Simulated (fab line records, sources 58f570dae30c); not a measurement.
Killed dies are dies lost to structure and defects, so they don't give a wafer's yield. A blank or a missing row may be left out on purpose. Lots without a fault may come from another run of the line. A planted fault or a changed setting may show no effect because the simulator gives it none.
Which tool did it? | flow berkeley_cmos170 | 15 lots, 45 wafers sampled, at 5 steps of a route of 331

WHAT THE GAUGES READ, wafer by wafer
UCB170_V2_THK_MEAS_04. Usual: V2_POLISHED_THK 1000.0 nm, standard deviation 1.2.
lot  | measured     | on            | V2_POLISHED_THK (nm) | flag
L584 | day 8 14:47  | film_metro-04 | 1001.4 1001.0 1001.7 |
L585 | day 9 01:48  | film_metro-02 | 998.1 999.0 999.6    |
L587 | day 9 13:14  | film_metro-04 | 1000.7 999.9 1001.6  |
L589 | day 9 13:38  | film_metro-02 | 1001.3 1000.3 999.7  |
L592 | day 10 13:13 | film_metro-04 | 998.5 998.4 999.5    |
L591 | day 10 12:11 | film_metro-04 | 1000.8 999.3 1000.8  |
L590 | day 10 13:20 | film_metro-03 | 1001.1 1000.4 999.8  |
L594 | day 10 20:13 | film_metro-03 | 1000.1 998.3 999.0   |
L593 | day 10 22:22 | film_metro-02 | 750.0 750.8 748.6    | OFF
L595 | day 11 00:22 | film_metro-03 | 998.8 1000.4 999.7   |
L597 | day 11 14:23 | film_metro-04 | 1000.5 1000.4 1000.3 |
L596 | day 11 12:49 | film_metro-02 | 749.7 749.9 747.8    | OFF
L600 | day 12 05:29 | film_metro-04 | 998.6 1000.0 997.9   |
L599 | day 12 08:00 | film_metro-04 | 747.6 750.5 747.7    | OFF
L605 | day 13 09:34 | film_metro-04 | 1000.4 1000.1 1000.4 |

UCB170_V2_OVL_MEAS_13. Usual: V2_OVL 4 nm, standard deviation 6.5.
lot  | measured     | on         | V2_OVL (nm) | flag
L584 | day 8 16:19  | overlay-01 | -3 -1 -1    |
L585 | day 9 02:59  | overlay-02 | 8 14 9      |
L587 | day 9 14:27  | overlay-01 | -5 -2 -7    |
L589 | day 9 14:50  | overlay-01 | 9 3 1       |
L592 | day 10 14:48 | overlay-02 | 2 6 11      |
L591 | day 10 13:39 | overlay-01 | 6 13 9      |
L590 | day 10 15:04 | overlay-02 | -2 7 4      |
L594 | day 10 21:50 | overlay-01 | 16 12 12    |
L593 | day 10 23:34 | overlay-01 | 12 8 11     |
L595 | day 11 02:08 | overlay-02 | -2 1 -5     |
L597 | day 11 15:35 | overlay-01 | -10 -14 -3  |
L596 | day 11 14:14 | overlay-01 | 15 11 2     |
L600 | day 12 06:50 | overlay-01 | 4 11 9      |
L599 | day 12 09:25 | overlay-01 | 15 11 12    |
L605 | day 13 10:45 | overlay-01 | 5 2 1       |

WHICH TOOL RAN EACH LOT (tool, then ch and the chambers of the sampled wafers, then the start)
lot  | UCB170_PFIELD_STRIP_08              | UCB170_CONTACT_ETCH_17             | UCB170_V2_CMP_02
L584 | plasma_asher-02 ch 0,1, day 4 20:38 | rie_diel-02 ch 0,1,2, day 8 03:08  | cmp-01 ch 1,2,3, day 8 14:25
L585 | plasma_asher-04 ch 0,1, day 5 15:06 | rie_diel-03 ch 0,2,3, day 8 15:40  | cmp-01 ch 1,2,3, day 9 01:26
L587 | plasma_asher-03 ch 0,1, day 6 00:00 | rie_diel-03 ch 1,2, day 9 02:32    | cmp-01 ch 1,2, day 9 12:49
L589 | plasma_asher-04 ch 0,1, day 6 00:13 | rie_diel-02 ch 0,2,3, day 9 02:50  | cmp-01 ch 1,2,3, day 9 13:13
L592 | plasma_asher-04 ch 0,1, day 6 14:53 | rie_diel-03 ch 0,1,3, day 10 00:49 | cmp-02 ch 0,2,3, day 10 12:48
L591 | plasma_asher-02 ch 0,1, day 6 15:24 | rie_diel-01 ch 0,2,3, day 10 00:34 | cmp-01 ch 1,2,3, day 10 11:49
L590 | plasma_asher-03 ch 0,1, day 6 15:25 | rie_diel-01 ch 0,2,3, day 10 02:42 | cmp-01 ch 1,2, day 10 12:58
L594 | plasma_asher-02 ch 0,1, day 6 23:08 | rie_diel-01 ch 0,2,3, day 10 09:32 | cmp-02 ch 1,2,3, day 10 19:50
L593 | plasma_asher-03 ch 0,1, day 6 23:54 | rie_diel-02 ch 0,1,3, day 10 11:13 | cmp-02 ch 0,3, day 10 21:58
L595 | plasma_asher-03 ch 0,1, day 7 05:58 | rie_diel-01 ch 0,1, day 10 11:25   | cmp-01 ch 0,3, day 10 23:55
L597 | plasma_asher-04 ch 0,1, day 7 19:55 | rie_diel-01 ch 0,3, day 11 02:33   | cmp-01 ch 0,1,3, day 11 14:07
L596 | plasma_asher-02 ch 0,1, day 7 20:10 | rie_diel-03 ch 0,3, day 11 02:20   | cmp-02 ch 0,1,3, day 11 12:26
L600 | plasma_asher-03 ch 0,1, day 8 11:52 | rie_diel-03 ch 0,1,2, day 11 20:11 | cmp-01 ch 1,3, day 12 05:03
L599 | plasma_asher-02 ch 0,1, day 8 11:56 | rie_diel-02 ch 0,2,3, day 11 21:58 | cmp-02 ch 0,1,3, day 12 07:37
L605 | plasma_asher-02 ch 0,1, day 9 13:49 | rie_diel-01 ch 0,2,3, day 12 22:48 | cmp-01 ch 0,2,3, day 13 09:08
- UCB170_PFIELD_STRIP_08: strips in O2.
- UCB170_CONTACT_ETCH_17: etches BARC in N2/H2.
- UCB170_V2_CMP_02: polishes SiO2.

WHAT THE TOOLS THEMSELVES READ (means of the sampled wafers that have a number; where no wafer has one, the mark that the record gives instead)
UCB170_PFIELD_STRIP_08. Usual: drypump_motor_current_A 5.57 A, standard deviation 0.26; oes_product_au 0.734 a.u., standard deviation 0.005; strip_time_to_endpoint_s 21.64 s, standard deviation 0.059.
lot  | tool            | drypump_motor_current_A (A) | oes_product_au (a.u.) | strip_time_to_endpoint_s (s) | flag
L584 | plasma_asher-02 | 5.35                        | 0.739                 | 21.64                        |
L585 | plasma_asher-04 | 5.44                        | 0.726                 | 21.60                        |
L587 | plasma_asher-03 | 5.78                        | 0.734                 | 21.65                        |
L589 | plasma_asher-04 | 5.45                        | 0.736                 | 21.72                        |
L592 | plasma_asher-04 | 5.65                        | 0.732                 | 21.67                        |
L591 | plasma_asher-02 | 5.35                        | 0.734                 | 21.63                        |
L590 | plasma_asher-03 | 5.75                        | 0.737                 | 21.58                        |
L594 | plasma_asher-02 | 5.49                        | 0.734                 | 21.62                        |
L593 | plasma_asher-03 | 5.74                        | 0.737                 | 21.57                        |
L595 | plasma_asher-03 | 5.75                        | 0.733                 | 21.68                        |
L597 | plasma_asher-04 | 5.65                        | 0.736                 | 21.66                        |
L596 | plasma_asher-02 | 5.48                        | 0.732                 | 21.62                        |
L600 | plasma_asher-03 | 5.77                        | 0.730                 | 21.64                        |
L599 | plasma_asher-02 | 5.48                        | 0.731                 | 21.64                        |
L605 | plasma_asher-02 | 5.47                        | 0.734                 | 21.58                        |

UCB170_CONTACT_ETCH_17. Usual: drypump_motor_current_A 5.9 A, standard deviation 0.4; oes_product_au 1.001 a.u., standard deviation 0.023; throttle_valve_pct 13.32 %, standard deviation 0.18.
lot  | tool        | drypump_motor_current_A (A) | oes_product_au (a.u.) | throttle_valve_pct (%) | flag
L584 | rie_diel-02 | 5.8                         | 1.013                 | 13.38                  |
L585 | rie_diel-03 | 5.6                         | 0.990                 | 13.27                  |
L587 | rie_diel-03 | 5.7                         | 0.981                 | 13.37                  |
L589 | rie_diel-02 | 6.0                         | 1.005                 | 13.41                  |
L592 | rie_diel-03 | 5.6                         | 1.011                 | 13.31                  |
L591 | rie_diel-01 | 6.0                         | 1.002                 | 13.31                  |
L590 | rie_diel-01 | 6.0                         | 1.009                 | 13.32                  |
L594 | rie_diel-01 | 5.9                         | 1.005                 | 13.32                  |
L593 | rie_diel-02 | 5.9                         | 1.007                 | 13.54                  |
L595 | rie_diel-01 | 6.5                         | 1.026                 | 13.18                  |
L597 | rie_diel-01 | 5.8                         | 1.008                 | 13.30                  |
L596 | rie_diel-03 | 5.6                         | 1.007                 | 13.24                  |
L600 | rie_diel-03 | 5.7                         | 0.990                 | 13.35                  |
L599 | rie_diel-02 | 6.0                         | 1.005                 | 13.41                  |
L605 | rie_diel-01 | 5.9                         | 1.001                 | 13.33                  |

UCB170_V2_CMP_02. Usual: motor_current_A 16.5 A, standard deviation 1.4.
lot  | tool   | motor_current_A (A) | flag
L584 | cmp-01 | 16.0                |
L585 | cmp-01 | 15.8                |
L587 | cmp-01 | 15.6                |
L589 | cmp-01 | 16.2                |
L592 | cmp-02 | 17.7                |
L591 | cmp-01 | 16.0                |
L590 | cmp-01 | 16.6                |
L594 | cmp-02 | 17.8                |
L593 | cmp-02 | 17.8                |
L595 | cmp-01 | 15.5                |
L597 | cmp-01 | 15.7                |
L596 | cmp-02 | 17.0                |
L600 | cmp-01 | 16.2                |
L599 | cmp-02 | 17.1                |
L605 | cmp-01 | 15.9                |

THE ANSWER, worked out from the rows above alone
Rule: a lot is off if the mean of its wafers that have a number lies more than 3 standard deviations from the usual mean. A lot without any number at a reading at which 4 lots or more have one is off too. The other lots that the step has rows for count as sound. The gauges are gone through in route order, then the tools' own readings, and for those a lot's mean is taken as printed above. The first step at which some lot is off is used, and at that step the reading that is off furthest; a lot without a number counts as furthest.
Off: L593, L596, L599, at UCB170_V2_THK_MEAS_04 (V2_POLISHED_THK).
A tool fits if, at a process step before that reading, it ran every lot that is off, and no sound lot after the first of them. The gauges at UCB170_V2_THK_MEAS_04 are tried like those tools. One fits: cmp-02 at UCB170_V2_CMP_02. Its last sound lot is L594 (day 10 19:50), its first lot that is off L593 (day 10 21:58): a fault that began between those two fits.

WHAT THE SIMULATOR HAD PUT IN
Process parameter drift: cmp-02, from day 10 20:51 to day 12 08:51, at UCB170_V2_CMP_02. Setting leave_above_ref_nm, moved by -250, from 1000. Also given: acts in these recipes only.
Lots struck among those shown: L593, L596, L599. The rule above found the same.
